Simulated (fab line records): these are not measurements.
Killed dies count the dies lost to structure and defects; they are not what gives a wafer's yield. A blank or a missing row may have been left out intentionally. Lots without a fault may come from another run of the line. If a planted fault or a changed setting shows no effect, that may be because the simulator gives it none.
Problem report, 8D (eight disciplines) form, completed by code || flow berkeley cmos170 || the parts of the form that need people (team, actions taken, sign-off) are left out

1. THE PROBLEM
Across 6 wafers from 2 lots, GATE_OXIDE_THK at UCB170_GATE_THK_MEAS_02 averages 10.74 nm, while fault-free wafers read 6.58 nm with a standard deviation of 0.14. That is +30 standard deviations from the usual mean.
First seen on wafer L225.1, day 8 07:06, on film metro-04. Wafers with a number at this step in the record: 39, from 13 lots. By rule, "out" or "out of limits" means more than 4 standard deviations away from the usual mean. The other wafers with a number count as sound.

2. WHAT IT IS AND WHAT IT IS NOT
{"question": "which readings at this step", "is": "GATE_OXIDE_THK", "is not": "-"}
{"question": "which lots", "is": "L225, L226", "is not": "L213, L214, L215, L216, L217, L218, L219, L233, L234, L235, L236"}
{"question": "which wafers of those lots", "is": "all that have a number", "is not": "-"}
{"question": "read on which gauges", "is": "film metro-04", "is not": "film metro-01, film metro-02"}
{"question": "when", "is": "from day 8 07:06", "is not": "up to then (21 sound wafers); but 12 sound wafers of L233, L234, L235, L236 came after"}

3. SUSPECTS, AND WHAT RULES EACH OUT
Counting: a tool at a process step up to the reading stays a suspect if it ran every lot that is out and no sound lot after the first of them.
- the gauge at UCB170_GATE_THK_MEAS_02: kept. All the wafers that are out were read on film metro-04, and no step on other tools shows them out.
The count leaves film metro-04 at UCB170_GATE_THK_MEAS_02.

4. THE CAUSE (what the simulator had put in)
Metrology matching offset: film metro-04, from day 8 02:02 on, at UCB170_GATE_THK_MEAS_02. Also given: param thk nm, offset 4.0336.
This tool alone remained once counting was done.

5. THE CHAIN OF EFFECTS, in route order
Each row: a reading whose mean over the struck wafers that have a number lies more than 3 standard deviations from the usual. Only readings for which the record gives a usual standard deviation are gone through. hours: the time from each lot's start at the first step in this table that gives one to its start at this step, as a median over the lots. sigmas: the change in usual standard deviations.
{"hours": 0, "step": "UCB170_GATE_THK_MEAS_02", "reading": "GATE_OXIDE_THK", "usual": "6.58 nm", "on struck wafers": 10.74, "change": "+4.16", "sigmas": "+30"}
At these later measuring or inspecting steps, every struck wafer for which the step has a row has a number for every such reading, and none has moved that far: UCB170_GATE_OVL_MEAS_13.

6. HOW IT WOULD HAVE BEEN CAUGHT EARLIER
The first out-of-limits reading at a measuring or inspecting step in this record came at day 8 07:06, 5 hours after the fault's start at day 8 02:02.
